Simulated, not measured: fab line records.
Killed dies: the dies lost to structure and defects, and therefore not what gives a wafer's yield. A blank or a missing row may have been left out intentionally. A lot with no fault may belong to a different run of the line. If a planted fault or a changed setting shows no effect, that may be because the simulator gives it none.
What tool caused it? | flow berkeley cmos170 | 7 lots, 21 wafers sampled, at 1 step of a route of 331

WHAT THE GAUGES READ, wafer by wafer
UCB170_WELLDRIVE_THK_MEAS_02.
lot  | measured    | on            | WELLDRIVE_OXIDE_THK (nm)
L618 | day 5 03:17 | film metro-01 | 202 198 200
L619 | day 5 03:19 | film metro-01 | 201 198 200
L623 | day 6 01:02 | film metro-03 | 204 206 201
L627 | day 6 16:40 | film metro-03 | 203 199 204
L628 | day 7 00:25 | film metro-01 | 204 203 198
L634 | day 7 20:34 | film metro-01 | 201 198 199
L636 | day 8 21:53 | film metro-01 | 205 202 206

TOOL THAT RAN EACH LOT (tool first, then ch and the chambers of the sampled wafers, then the start)
There is no process step in the record ahead of these readings.

THE ANSWER, worked out from the rows above alone
Rule: the lots themselves supply what counts as usual. Put in order of their means at a reading, lots are off if they are a third of the lots or fewer, leave a main group of 4 or more, and stand apart from it by a gap of 3 or more times the standard deviation of the main group's means; of several such gaps the widest counts. A main group is skipped when, at the precision printed for the reading in the tables above, its means are all equal. A lot without any number at a reading at which 4 lots or more have one is off too. Any other lot the step has rows for is counted as sound.
No lot is off at any reading shown: from this, nothing can be told.

WHAT THE SIMULATOR HAD INSERTED
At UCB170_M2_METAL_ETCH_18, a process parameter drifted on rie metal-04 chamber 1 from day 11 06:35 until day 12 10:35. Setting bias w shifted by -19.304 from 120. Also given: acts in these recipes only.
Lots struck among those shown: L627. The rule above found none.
